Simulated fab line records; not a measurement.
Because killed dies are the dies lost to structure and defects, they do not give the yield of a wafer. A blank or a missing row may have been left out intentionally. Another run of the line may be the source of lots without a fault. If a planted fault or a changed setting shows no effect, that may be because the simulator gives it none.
Commonality check across tools | flow rit_cmos | 42 wafers sampled across 14 lots

## REASON FOR OPENING
2 of 14 lots carry a flag on the reading FOX1_OXIDE_THK at RIT_FOX1_THK_MEAS_01. Fault-free wafers read 353 nm, with a standard deviation of 5.9.
Rule: flag the lot when none of its wafers has a number, or when each of its wafers that has one lies beyond 4 standard deviations from that mean. All remaining lots are regarded as sound.

lot  | measured    | on            | FOX1_OXIDE_THK (nm), wafer by wafer | flag
L986 | day 1 23:45 | film_metro-01 | 341 334 344                         |
L987 | day 2 03:38 | film_metro-02 | 360 355 357                         |
L988 | day 2 11:56 | film_metro-02 | 348 351 352                         |
L991 | day 3 00:59 | film_metro-01 | 347 353 348                         |
L992 | day 3 06:47 | film_metro-02 | 344 350 347                         |
L993 | day 3 12:06 | film_metro-01 | 357 354 357                         |
L996 | day 4 00:18 | film_metro-02 | 312 309 309                         | FLAGGED
L998 | day 4 14:11 | film_metro-01 | 306 304 307                         | FLAGGED
L999 | day 4 20:31 | film_metro-01 | 355 348 353                         |
L103 | day 5 12:56 | film_metro-02 | 356 358 355                         |
L102 | day 5 12:56 | film_metro-03 | 362 361 359                         |
L104 | day 5 18:06 | film_metro-01 | 347 347 351                         |
L105 | day 6 00:49 | film_metro-03 | 353 352 349                         |
L107 | day 6 07:55 | film_metro-03 | 356 361 360                         |
The numbers of the flagged lots are 308 nm on average: -45 nm against the usual, or -8 standard deviations.

## LOT BY LOT: THE TOOL USED
The record keeps 1 process step preceding the reading, out of 202 steps on the route. Read each cell as the tool, then ch plus the chambers that the sampled wafers visited, then the start.
lot  | flag    | RIT_FOX1_OXIDATION_00
L986 |         | furnace-04 ch 0, day 1 22:26
L987 |         | furnace-03 ch 0, day 2 02:18
L988 |         | furnace-04 ch 0, day 2 10:36
L991 |         | furnace-04 ch 0, day 2 23:40
L992 |         | furnace-04 ch 0, day 3 05:28
L993 |         | furnace-03 ch 0, day 3 10:47
L996 | FLAGGED | furnace-03 ch 0, day 3 22:59
L998 | FLAGGED | furnace-03 ch 0, day 4 12:52
L999 |         | furnace-04 ch 0, day 4 19:12
L103 |         | furnace-04 ch 0, day 5 11:36
L102 |         | furnace-04 ch 0, day 5 11:36
L104 |         | furnace-04 ch 0, day 5 16:47
L105 |         | furnace-04 ch 0, day 5 23:29
L107 |         | furnace-04 ch 0, day 6 06:37
What the steps here do:
- RIT_FOX1_OXIDATION_00: target thk 350.7 nm, ox time 1130 s.
- RIT_FOX1_THK_MEAS_01

## FLAGGED AGAINST TOTAL, ONE TOOL AT A TIME (gauges that did the reading follow at the end)
step                  | tool          | lots run | flagged | share of the flagged lots | sound lots run after its first flagged lot
RIT_FOX1_OXIDATION_00 | furnace-03    | 4        | 2       | all                       | 0
RIT_FOX1_OXIDATION_00 | furnace-04    | 10       | 0       | none                      | -
RIT_FOX1_THK_MEAS_01  | film_metro-01 | 6        | 1       | some                      | 2 (L999,L104)
RIT_FOX1_THK_MEAS_01  | film_metro-02 | 5        | 1       | some                      | 1 (L103)
RIT_FOX1_THK_MEAS_01  | film_metro-03 | 3        | 0       | none                      | -

## THE TABLE: WHAT IT ALLOWS
All flagged lots share 1 row of the table, namely furnace-03 at RIT_FOX1_OXIDATION_00.
- furnace-03 at RIT_FOX1_OXIDATION_00: 2 of its 4 lots flagged. Last sound lot L993 at day 3 10:47, first flagged lot L996 at day 3 22:59; a fault beginning in between fits.
Just one tool remains: furnace-03 at RIT_FOX1_OXIDATION_00.

## WHAT THE SIMULATOR HAD INSERTED
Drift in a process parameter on furnace-03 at RIT_FOX1_OXIDATION_00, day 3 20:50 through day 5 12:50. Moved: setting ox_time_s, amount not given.
Shown lots that were struck: L996, L998. Same finding as the rule above.
